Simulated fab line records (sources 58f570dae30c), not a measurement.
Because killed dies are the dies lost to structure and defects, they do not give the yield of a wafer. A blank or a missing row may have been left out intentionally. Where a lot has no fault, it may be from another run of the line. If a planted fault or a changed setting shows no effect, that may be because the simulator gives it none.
Problem report, 8D (eight disciplines) form, completed by code :: flow berkeley_cmos170 :: the parts of the form that need people (team, actions taken, sign-off) are left out

== 1. THE PROBLEM ==
At UCB170_M1_ETCH_11, bias_w averages 95.39 W over 6 wafers from 2 lots, while fault-free wafers read 99.99 W, standard deviation 0.28. That puts it -16 standard deviations away from the usual mean.
The step: etches BARC in N2/H2.
First observed at day 10 05:14: wafer L416.1, on rie_diel-01. The record holds 42 wafers of 14 lots with a number at this step. Rule for "out" (also "out of limits"): further than 4 standard deviations from the usual mean. Any other wafer with a number is counted as sound.

== 2. WHAT IT IS AND WHAT IT IS NOT ==
question: which readings at this step
is: bias_w
is not: drypump_motor_current_A, n2_flow_sccm, throttle_valve_pct

question: which lots
is: L416, L419
is not: L407, L408, L409, L410, L411, L413, L414, L424, L426, L428, L429, L430

question: which wafers of those lots
is: all that have a number
is not: -

question: read on which tools
is: rie_diel-01
is not: rie_diel-03, rie_diel-04

question: when
is: from day 10 05:14
is not: up to then (21 sound wafers); but 15 sound wafers of L424, L426, L428, L429, L430 came after

== 3. WHAT RULES OUT EACH SUSPECT ==
Counting: a tool at a process step up to the reading stays a suspect if it ran every lot that is out and no sound lot after the first of them.
- rie_diel-01 at UCB170_M1_ETCH_11 (etches BARC in N2/H2): ruled out as a lasting fault. The sound lots L429 went through it after L416, its earliest lot that is out (day 10 05:14).
Left after counting: nothing in the record.

== 4. THE CAUSE (what the simulator had put in) ==
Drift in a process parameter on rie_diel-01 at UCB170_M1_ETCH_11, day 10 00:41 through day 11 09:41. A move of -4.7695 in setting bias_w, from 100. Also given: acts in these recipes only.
Counting ruled it out, wrongly.

== 5. SEQUENCE OF EFFECTS, ordered by route ==
Rows list readings where the struck wafers' mean (over those with a number) sits beyond 3 standard deviations from the usual. Only readings for which the record gives a usual standard deviation are gone through. hours: the time from each lot's start at the first step in this table that gives one to its start at this step, as a median over the lots. sigmas: the change in usual standard deviations.
hours: 0
step: UCB170_M1_ETCH_11
reading: bias_w
usual: 99.99 W
on struck wafers: 95.39
change: -4.60
sigmas: -16
It contains these process steps:
- UCB170_M1_ETCH_11: etches BARC in N2/H2.
At these later measuring or inspecting steps, every struck wafer for which the step has a row has a number for every such reading, and none has moved that far: UCB170_V1_BOW_MEAS_03.

== 6. WHAT WOULD HAVE CAUGHT IT SOONER ==
First out-of-limits reading in this record: day 10 05:14, which is 5 hours after fault onset at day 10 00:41.
